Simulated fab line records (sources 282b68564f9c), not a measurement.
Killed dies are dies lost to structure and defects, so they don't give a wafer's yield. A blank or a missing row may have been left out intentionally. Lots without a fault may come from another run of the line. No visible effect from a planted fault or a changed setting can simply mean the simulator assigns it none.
fab line records | flow rit_cmos
record: lots: 15 | wafers: 45 | last_day: 7
route steps=202 shown GATE@89 NLDD@109 NSD@140 M1@193
lots that met no fault: taken from a fault-free run of the same line
start_h: start of the lot's first displayed wafer, in hours after the record's first day | wait_h: how many hours have passed since the lot's step before this one | " unchanged from the row above | L1.1+2: a row that stands for several wafers | - no value, or no start given | * or withheld: withheld | < > ~ a bound
route shown NAME@n: a module of which the file shows steps, and the number in the route of the first | usual: the fault-free wafers' mean and standard deviation | same: alike in all rows | chamber/n: place in a boat | sites: readings site by site | _std_site: standard deviation across them | _edge_site: inner sites' mean taken away from outer sites' mean | radius_mm: for every site, how far away it sits from the centre of the wafer | mask NAME#n: copy n | behind: the tool/chamber that last shaped the wafer | hold: what put the lot on hold/how long, in hours/how the hold closed | device: names the non-switching transistor (n, p or np) | end of line: tests of these same wafers at the route's end | step lacking rows: just its recipe | killed: not the wafer's yield, but the dies lost to structure and defects at the first sort | map: the dies of a wafer, with x for killed, . for not killed, _ for no die there
set.NAME: setting as actually run; set.NAME@STEP: the setting as run at that earlier step | model.NAME: the simulator's own value behind a step, which no gauge read
one table for each step of the route and one row for each wafer, over a sample of lots
services: when a tool's chamber went out of use (start_h, in hours from the record's first day, below 0 if earlier), for how many hours, and the reason
== steps ==
step: RIT_GATE_EXPOSE_13
recipe: mask_id: M6 | na: 0.6 | source_shape: conventional | sigma_outer: 0.6 | target_cd_nm: 150 | dose_mj: 380
lot.wafer  | tool             | chamber | start_h | wait_h | mask
L980.1+4+6 | iline_stepper-01 | 0       | 38.49   | 0.1    | M6#0
L982.2+3+4 | iline_stepper-01 | 0       | 47.50   | 0.2    | M6#0
L983.3+4+6 | iline_stepper-02 | 0       | 54.60   | 0.2    | M6#0
L984.1+4+5 | iline_stepper-02 | 0       | 59.60   | 0.1    | M6#0
L986.1+3+4 | iline_stepper-01 | 0       | 70.89   | 0.1    | M6#0
L988.2+4+6 | iline_stepper-02 | 0       | 83.52   | 0.2    | M6#0
L989.1+4+5 | iline_stepper-02 | 0       | 88.31   | 0.1    | M6#0
L990.1+3+6 | iline_stepper-02 | 0       | 93.19   | 0.1    | M6#0
L994.1+2+4 | iline_stepper-01 | 0       | 116.80  | 0.1    | M6#0
L995.1+2+6 | iline_stepper-01 | 0       | 122.63  | 0.2    | M6#0
L996.3+4+6 | iline_stepper-01 | 0       | 124.68  | 0.2    | M6#0
L997.1+2+4 | iline_stepper-01 | 0       | 126.43  | 0.1    | M6#0
L998.1+3+4 | iline_stepper-01 | 0       | 129.35  | 0.2    | M6#0
L999.2+3+6 | iline_stepper-01 | 0       | 136.87  | 0.1    | M6#0
L102.1+2+6 | iline_stepper-01 | 0       | 150.19  | 0.2    | M6#0
step: RIT_GATE_OVL_MEAS_17
usual: GATE_OVL: 0.2/1.4
lot.wafer | tool       | chamber | start_h | wait_h | GATE_OVL[nm]
L980.1    | overlay-02 | -       | 39.01   | 0.1    | 1.4
L980.4    | "          | -       | "       | "      | 0.3
L980.6    | "          | -       | "       | "      | -1.5
L982.2    | overlay-01 | -       | 48.00   | 0.1    | 1.4
L982.3    | "          | -       | "       | "      | -0.7
L982.4    | "          | -       | "       | "      | 1.6
L983.3    | overlay-02 | -       | 55.09   | 0.1    | 0.2
L983.4    | "          | -       | "       | "      | -0.2
L983.6    | "          | -       | "       | "      | -1.3
L984.1    | overlay-01 | -       | 60.12   | 0.1    | -0.7
L984.4    | "          | -       | "       | "      | 0.0
L984.5    | "          | -       | "       | "      | -1.2
L986.1    | overlay-01 | -       | 71.41   | 0.1    | -0.2
L986.3    | "          | -       | "       | "      | 0.6
L986.4    | "          | -       | "       | "      | 1.9
L988.2    | overlay-02 | -       | 84.03   | 0.1    | 131.0
L988.4    | "          | -       | "       | "      | 128.7
L988.6    | "          | -       | "       | "      | 130.9
L989.1    | overlay-02 | -       | 88.83   | 0.1    | 127.2
L989.4    | "          | -       | "       | "      | 129.3
L989.5    | "          | -       | "       | "      | 128.1
L990.1    | overlay-02 | -       | 93.71   | 0.1    | 130.3
L990.3    | "          | -       | "       | "      | 128.7
L990.6    | "          | -       | "       | "      | 130.3
L994.1    | overlay-01 | -       | 117.58  | 0.1    | -1.5
L994.2    | "          | -       | "       | "      | -1.5
L994.4    | "          | -       | "       | "      | 1.1
L995.1    | overlay-01 | -       | 123.30  | 0.1    | 2.1
L995.2    | "          | -       | "       | "      | 0.2
L995.6    | "          | -       | "       | "      | -0.1
L996.3    | overlay-01 | -       | 125.17  | 0.1    | 0.0
L996.4    | "          | -       | "       | "      | 0.1
L996.6    | "          | -       | "       | "      | 2.3
L997.1    | overlay-02 | -       | 126.95  | 0.1    | 0.5
L997.2    | "          | -       | "       | "      | -0.6
L997.4    | "          | -       | "       | "      | 1.0
L998.1    | overlay-01 | -       | 129.87  | 0.1    | -0.5
L998.3    | "          | -       | "       | "      | 1.8
L998.4    | "          | -       | "       | "      | -1.3
L999.2    | overlay-01 | -       | 137.37  | 0.1    | 0.3
L999.3    | "          | -       | "       | "      | 0.8
L999.6    | "          | -       | "       | "      | 2.6
L102.1    | overlay-02 | -       | 150.71  | 0.1    | 2.2
L102.2    | "          | -       | "       | "      | 1.8
L102.6    | "          | -       | "       | "      | -0.8
step: RIT_NLDD_OVL_MEAS_06
usual: NLDD_OVL: 0.3/1.6
lot.wafer | tool       | chamber | start_h | wait_h | NLDD_OVL[nm]
L980.1    | overlay-01 | -       | 43.59   | -      | -0.8
L980.4    | "          | -       | "       | "      | 0.6
L980.6    | "          | -       | "       | "      | 0.4
L982.2    | overlay-01 | -       | 53.04   | -      | 3.5
L982.3    | "          | -       | "       | "      | 1.3
L982.4    | "          | -       | "       | "      | 3.6
L983.3    | overlay-01 | -       | 60.32   | -      | -0.1
L983.4    | "          | -       | "       | "      | 1.6
L983.6    | "          | -       | "       | "      | 2.0
L984.1    | overlay-01 | -       | 66.28   | -      | 1.0
L984.4    | "          | -       | "       | "      | 1.3
L984.5    | "          | -       | "       | "      | 1.7
L986.1    | overlay-02 | -       | 77.04   | -      | -0.4
L986.3    | "          | -       | "       | "      | -1.1
L986.4    | "          | -       | "       | "      | 0.5
L988.2    | overlay-01 | -       | 89.86   | -      | 2.1
L988.4    | "          | -       | "       | "      | 1.3
L988.6    | "          | -       | "       | "      | 2.2
L989.1    | overlay-01 | -       | 95.75   | -      | 0.6
L989.4    | "          | -       | "       | "      | 0.7
L989.5    | "          | -       | "       | "      | -1.5
L990.1    | overlay-01 | -       | 99.15   | -      | 0.1
L990.3    | "          | -       | "       | "      | -0.2
L990.6    | "          | -       | "       | "      | -1.2
L994.1    | overlay-02 | -       | 123.39  | -      | 1.8
L994.2    | "          | -       | "       | "      | 0.9
L994.4    | "          | -       | "       | "      | 0.8
L995.1    | overlay-02 | -       | 127.77  | -      | 0.3
L995.2    | "          | -       | "       | "      | 0.6
L995.6    | "          | -       | "       | "      | 0.7
L996.3    | overlay-02 | -       | 131.66  | -      | -1.3
L996.4    | "          | -       | "       | "      | -3.8
L996.6    | "          | -       | "       | "      | -1.1
L997.1    | overlay-01 | -       | 131.76  | -      | 0.9
L997.2    | "          | -       | "       | "      | 1.2
L997.4    | "          | -       | "       | "      | 1.3
L998.1    | overlay-02 | -       | 136.21  | -      | 1.2
L998.3    | "          | -       | "       | "      | 1.3
L998.4    | "          | -       | "       | "      | 2.2
L999.2    | overlay-01 | -       | 142.32  | -      | -0.2
L999.3    | "          | -       | "       | "      | -1.5
L999.6    | "          | -       | "       | "      | -0.8
L102.1    | overlay-01 | -       | 156.30  | -      | -0.5
L102.2    | "          | -       | "       | "      | 0.7
L102.6    | "          | -       | "       | "      | -0.2
step: RIT_NSD_STRIP_09
recipe: chemistry: O2 | time_s: 180 | resist: NOVOLAK | platen_temp_c: withheld | power_w: 500 | pressure_mtorr: 4000 | o2_flow_sccm: 4000
usual: drypump_motor_current_A: 5.79/0.3
lot.wafer | tool            | chamber | start_h | wait_h | drypump_motor_current_A | rf_hours_counter_h
L980.1    | plasma_asher-01 | 1       | 49.68   | 0.1    | 5.70                    | 41
L980.4    | "               | 0       | "       | "      | 5.64                    | -
L980.6    | "               | 1       | "       | "      | 5.76                    | -
L982.2    | plasma_asher-01 | 1       | 58.99   | 0.1    | 5.78                    | 42
L982.3    | "               | 0       | "       | "      | 5.67                    | -
L982.4    | "               | 1       | "       | "      | 5.80                    | -
L983.3    | plasma_asher-04 | 1       | 66.63   | 0.1    | 5.29                    | -
L983.4    | "               | 0       | "       | "      | 6.09                    | -
L983.6    | "               | 1       | "       | "      | 5.31                    | -
L984.1    | plasma_asher-01 | 0       | 72.17   | 0.1    | 5.64                    | 44
L984.4    | "               | 0       | "       | "      | 5.63                    | -
L984.5    | "               | 1       | "       | "      | 5.77                    | -
L986.1    | plasma_asher-03 | 1       | 82.85   | 0.1    | 6.09                    | 41
L986.3    | "               | 1       | "       | "      | 6.10                    | -
L986.4    | "               | 0       | "       | "      | 6.16                    | -
L988.2    | plasma_asher-04 | 0       | 95.67   | 0.1    | 6.11                    | 45
L988.4    | "               | 1       | "       | "      | 5.31                    | -
L988.6    | "               | 1       | "       | "      | 5.30                    | -
L989.1    | plasma_asher-01 | 0       | 101.44  | 0.1    | 5.64                    | 47
L989.4    | "               | 1       | "       | "      | 5.74                    | -
L989.5    | "               | 0       | "       | "      | 5.66                    | -
L990.1    | plasma_asher-01 | 0       | 104.95  | 0.1    | 5.67                    | 47
L990.3    | "               | 0       | "       | "      | 5.69                    | -
L990.6    | "               | 0       | "       | "      | 5.67                    | -
L994.1    | plasma_asher-04 | 1       | 129.26  | 0.1    | 5.33                    | 1
L994.2    | "               | 0       | "       | "      | 6.07                    | 1
L994.4    | "               | 1       | "       | "      | 5.30                    | -
L995.1    | plasma_asher-04 | 0       | 134.00  | 0.1    | 6.11                    | 2
L995.2    | "               | 1       | "       | "      | 5.31                    | 2
L995.6    | "               | 0       | "       | "      | 6.11                    | -
L997.1    | plasma_asher-01 | 1       | 137.70  | 0.1    | 5.74                    | 52
L997.2    | "               | 0       | "       | "      | 5.67                    | 52
L997.4    | "               | 0       | "       | "      | 5.67                    | -
L996.3    | plasma_asher-04 | 0       | 139.77  | 0.1    | 6.11                    | -
L996.4    | "               | 1       | "       | "      | 5.27                    | -
L996.6    | "               | 1       | "       | "      | 5.29                    | -
L998.1    | plasma_asher-03 | 1       | 142.07  | 0.1    | 6.07                    | 48
L998.3    | "               | 0       | "       | "      | 6.17                    | -
L998.4    | "               | 1       | "       | "      | 6.09                    | -
L999.2    | plasma_asher-03 | 1       | 148.43  | 0.1    | 6.08                    | 49
L999.3    | "               | 1       | "       | "      | 6.08                    | -
L999.6    | "               | 1       | "       | "      | 6.09                    | -
L102.1    | plasma_asher-04 | 0       | 161.98  | 0.1    | 6.11                    | 5
L102.2    | "               | 1       | "       | "      | 5.34                    | 5
L102.6    | "               | 1       | "       | "      | 5.33                    | -
step: RIT_M1_CD_MEAS_09
recipe: target_cd_nm: 2600
usual: cd_nm: 2600.0/2.4
lot.wafer | tool      | chamber | start_h | wait_h | cd_nm
L980.1    | cd_sem-02 | -       | 56.51   | -      | 2602.4
L980.4    | "         | -       | "       | "      | 2602.6
L980.6    | "         | -       | "       | "      | 2602.9
L982.2    | cd_sem-01 | -       | 65.94   | -      | 2601.2
L982.3    | "         | -       | "       | "      | 2601.9
L982.4    | "         | -       | "       | "      | 2600.7
L983.3    | cd_sem-01 | -       | 73.65   | -      | 2606.1
L983.4    | "         | -       | "       | "      | 2605.9
L983.6    | "         | -       | "       | "      | 2603.1
L984.1    | cd_sem-01 | -       | 79.07   | -      | 2601.8
L984.4    | "         | -       | "       | "      | 2602.5
L984.5    | "         | -       | "       | "      | 2600.8
L986.1    | cd_sem-01 | -       | 89.86   | -      | 2599.9
L986.3    | "         | -       | "       | "      | 2599.7
L986.4    | "         | -       | "       | "      | 2600.7
L988.2    | cd_sem-01 | -       | 102.47  | -      | 2599.4
L988.4    | "         | -       | "       | "      | 2601.4
L988.6    | "         | -       | "       | "      | 2601.0
L989.1    | cd_sem-01 | -       | 108.34  | -      | 2599.0
L989.4    | "         | -       | "       | "      | 2603.0
L989.5    | "         | -       | "       | "      | 2599.9
L990.1    | cd_sem-02 | -       | 111.83  | -      | 2603.2
L990.3    | "         | -       | "       | "      | 2603.6
L990.6    | "         | -       | "       | "      | 2602.1
L994.1    | cd_sem-01 | -       | 136.52  | -      | 2599.4
L994.2    | "         | -       | "       | "      | 2598.3
L994.4    | "         | -       | "       | "      | 2597.4
L995.1    | cd_sem-01 | -       | 141.51  | -      | 2599.8
L995.2    | "         | -       | "       | "      | 2600.6
L995.6    | "         | -       | "       | "      | 2599.9
L997.1    | cd_sem-01 | -       | 144.83  | -      | 2600.3
L997.2    | "         | -       | "       | "      | 2600.5
L997.4    | "         | -       | "       | "      | 2598.6
L996.3    | cd_sem-01 | -       | 146.95  | -      | 2599.7
L996.4    | "         | -       | "       | "      | 2597.5
L996.6    | "         | -       | "       | "      | 2601.1
L998.1    | cd_sem-01 | -       | 148.72  | -      | 2595.9
L998.3    | "         | -       | "       | "      | 2598.6
L998.4    | "         | -       | "       | "      | 2598.6
L999.2    | cd_sem-02 | -       | 155.36  | -      | 2597.5
L999.3    | "         | -       | "       | "      | 2595.9
L999.6    | "         | -       | "       | "      | 2597.7
L102.1    | cd_sem-01 | -       | 168.90  | -      | 2601.3
L102.2    | "         | -       | "       | "      | 2599.5
L102.6    | "         | -       | "       | "      | 2599.6
step: RIT_M1_PROBE_99
usual: killed_at_M0_to_M3: 0.0/0.25 | killed_at_contacts: 0.0/0.18 | killed_at_front_end: 7/3.4 | killed_dies: 7/3.4 | killed_open: 3.7/2.2 | killed_short: 3.6/2.2
same: gross_dies: 264 | killed_at_M4_up: 0 | killed_at_back_side: 0 | killed_at_other: 0
lot.wafer | tool      | chamber | start_h | wait_h | killed_at_M0_to_M3 | killed_at_contacts | killed_at_front_end | killed_dies | killed_open | killed_short
L994.1    | prober-02 | -       | 139.35  | 0.1    | 0                  | 0                  | 13                  | 13          | 5           | 8
L994.2    | prober-02 | -       | 139.40  | 0.1    | 0                  | 0                  | 9                   | 9           | 7           | 2
L994.4    | prober-02 | -       | 139.50  | 0.2    | 0                  | 0                  | 7                   | 7           | 0           | 7
killed by level:class
L994.1 REOX:geometric_particle:short=4 FOX2:geometric_particle:open=2 SILICIDE:geometric_particle:short=2 FOX1:geometric_particle:open=1 FOX1:geometric_particle:short=1 GATE:geometric_particle:open=1 GATE:geometric_particle:short=1 SPACER:geometric_particle:open=1
L994.2 GATE:geometric_particle:open=3 FOX1:geometric_particle:short=2 SILICIDE:geometric_particle:open=2 FOX1:geometric_particle:open=1 REOX:geometric_particle:open=1
L994.4 FOX1:geometric_particle:short=3 GATE:geometric_particle:short=2 REOX:geometric_particle:short=1 SPACER:geometric_particle:short=1
== services ==
tool             | chamber | start_h | hours | kind
plasma_asher-03  | -       | 23.76   | 2.9   | repair
iline_stepper-02 | -       | 44.25   | 6.6   | repair
iline_stepper-02 | -       | 106.89  | 30.5  | repair
plasma_asher-04  | -       | 108.84  | 9.0   | pm
plasma_asher-04  | 0       | 108.84  | 9.0   | vent_cycle
plasma_asher-04  | 1       | 108.84  | 9.0   | vent_cycle
iline_stepper-02 | 0       | 114.04  | -     | calibration
plasma_asher-04  | 0       | 117.84  | -     | clean
plasma_asher-04  | 1       | 117.84  | -     | clean
iline_stepper-01 | 0       | 131.76  | -     | calibration
iline_stepper-01 | -       | 137.47  | 8.9   | pm
== key ==
first_sign: step: RIT_GATE_OVL_MEAS_17 | reading: GATE_OVL | direction: up | sigmas: 95 | usual: 0.2 | struck: 129.4
effect none on later readings
met_at RIT_GATE_EXPOSE_13
struck_lots L988,L989,L990
tester_left_out L988,L989,L990
not_acting_at RIT_NLDD_OVL_MEAS_06,RIT_NSD_STRIP_09,RIT_M1_CD_MEAS_09
onset_between 59.60 83.52
fault: kind: scanner_matching_overlay | tool: iline_stepper-02 | chamber: - | onset_h: 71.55 | steps: RIT_GATE_EXPOSE_13 | offset: 130
tester_left_out: of these lots the tester's yield and bins aren't shown, on N5 and GAA mostly nor the transistor test; their killed dies are dies lost to structure and defects alone, not to doping, threshold or leakage, so they don't give the yield
